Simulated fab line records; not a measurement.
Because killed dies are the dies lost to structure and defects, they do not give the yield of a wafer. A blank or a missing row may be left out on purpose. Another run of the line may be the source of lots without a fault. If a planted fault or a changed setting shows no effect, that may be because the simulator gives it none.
Which tool did it? ; flow berkeley_cmos170 ; Sampling: 15 lots, 45 wafers, 2 of 331 route steps

== WHAT EACH GAUGE READ, for each wafer ==
UCB170_GATE_THK_MEAS_02.
lot;measured;on;GATE_OXIDE_THK (nm)
L615;day 7 05:45;film_metro-01;6.75 6.51 6.69
L616;day 7 05:44;film_metro-02;6.65 6.68 6.61
L618;day 7 13:28;film_metro-02;6.82 6.84 6.82
L619;day 7 13:28;film_metro-01;6.94 6.71 6.72
L621;day 7 19:49;film_metro-01;6.77 6.67 6.67
L623;day 8 13:43;film_metro-01;6.52 6.54 6.50
L624;day 8 13:43;film_metro-02;6.57 6.64 6.53
L626;day 9 05:06;film_metro-04;6.62 6.68 6.74
L627;day 9 05:06;film_metro-01;6.78 6.80 6.73
L628;day 9 05:06;film_metro-02;6.84 6.57 6.62
L629;day 10 03:46;film_metro-01;6.41 6.50 6.46
L630;day 10 03:50;film_metro-01;6.73 6.82 6.67
L632;day 10 17:47;film_metro-02;4.72 4.79 4.76
L633;day 10 17:47;film_metro-04;4.80 4.84 4.73
L634;day 10 17:47;film_metro-01;4.66 4.65 4.75

== EACH LOT AND THE TOOL THAT RAN IT (in order: tool; ch and the chambers of the sampled wafers; start) ==
lot;UCB170_GATE_OXIDATION_01
L615;furnace-02 ch 0, day 7 04:14
L616;furnace-02 ch 0, day 7 04:14
L618;furnace-04 ch 0, day 7 11:58
L619;furnace-04 ch 0, day 7 11:58
L621;furnace-04 ch 0, day 7 18:18
L623;furnace-01 ch 0, day 8 12:13
L624;furnace-01 ch 0, day 8 12:13
L626;furnace-04 ch 0, day 9 03:36
L627;furnace-04 ch 0, day 9 03:36
L628;furnace-04 ch 0, day 9 03:36
L629;furnace-02 ch 0, day 10 02:16
L630;furnace-02 ch 0, day 10 02:16
L632;furnace-02 ch 0, day 10 16:16
L633;furnace-02 ch 0, day 10 16:16
L634;furnace-02 ch 0, day 10 16:16
- UCB170_GATE_OXIDATION_01: target thk 6.6 nm, ox time 1800 s.

== WHAT THE TOOLS THEMSELVES READ (means of the sampled wafers that have a number; where no wafer has one, the mark that the record gives instead) ==
UCB170_GATE_OXIDATION_01.
lot;tool;spike_tc_centre_C (C);spike_tc_load_C (C);spike_tc_source_C (C);tube_center_temp_C (C);tube_center_temp_C_max
L615;furnace-02;852.1;875.7;873.2;850.01;852.1
L616;furnace-02;851.7;875.0;873.6;849.96;852.5
L618;furnace-04;852.7;869.6;873.8;849.99;852.4
L619;furnace-04;853.2;870.0;872.9;849.97;851.8
L621;furnace-04;851.9;870.6;873.3;849.99;852.0
L623;furnace-01;850.6;876.3;869.5;850.00;851.7
L624;furnace-01;851.4;875.4;870.4;850.05;852.1
L626;furnace-04;852.8;870.9;873.5;850.01;852.4
L627;furnace-04;852.2;869.3;872.2;849.99;852.2
L628;furnace-04;852.9;869.3;873.8;849.92;852.1
L629;furnace-02;852.5;873.4;874.5;849.99;852.0
L630;furnace-02;852.2;875.2;872.3;850.02;852.2
L632;furnace-02;826.8;849.7;848.8;825.11;827.8
L633;furnace-02;826.9;849.7;848.3;825.07;827.4
L634;furnace-02;827.9;849.3;849.0;825.02;827.2

== THE ANSWER, worked out from the rows above alone ==
Rule: what is usual is taken from the lots themselves. The widest of any qualifying gaps counts: lots, ordered by their means at a reading, are off when they make up no more than a third of the lots, leave a main group of 4 or more, and stand apart from it by 3 or more times the standard deviation of that group's means. Not used: any main group whose means are identical at the precision the tables above print for the reading. Also off: a lot with no number at a reading for which 4 or more lots have one. Any other lot the step has rows for is counted as sound. The gauges are gone through in route order, then the tools' own readings, and for those a lot's mean is taken as printed above. At the first step where some lot is off, the reading lying furthest off is the one used; lots without a number count as furthest.
Off: at UCB170_GATE_THK_MEAS_02 (GATE_OXIDE_THK), L632, L633, L634. For the main group the mean is 6.67 nm and the standard deviation 0.1.
If a tool, at a process step before that reading, ran all the lots that are off and no sound lot after the first of them, it fits. Not tried: the gauges at UCB170_GATE_THK_MEAS_02; whatever is off there is also off at UCB170_GATE_OXIDATION_01, on other tools, and gauge error can't account for it. One fits: UCB170_GATE_OXIDATION_01 on furnace-02. A fault onset in the window from L629 (day 10 02:16, its last sound lot) to L632 (day 10 16:16, its first lot off) fits.
The tool's own readings at UCB170_GATE_OXIDATION_01 bear it out: on the lots that are off they differ by more than 5 times the standard deviation of the sound lots' means. spike_tc_centre_C reads 827.2 C there against 852.2 C on the sound lots; spike_tc_load_C reads 849.6 C there against 872.6 C on the sound lots; spike_tc_source_C reads 848.7 C there against 872.8 C on the sound lots; tube_center_temp_C reads 825.07 C there against 849.99 C on the sound lots; tube_center_temp_C_max reads 827.5 there against 852.1 on the sound lots.

== WHAT THE SIMULATOR HAD INSERTED ==
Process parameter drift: furnace-02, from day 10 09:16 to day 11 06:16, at UCB170_GATE_OXIDATION_01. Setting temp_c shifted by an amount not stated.
Struck lots among those shown: L632, L633, L634. The rule above reached the same finding.
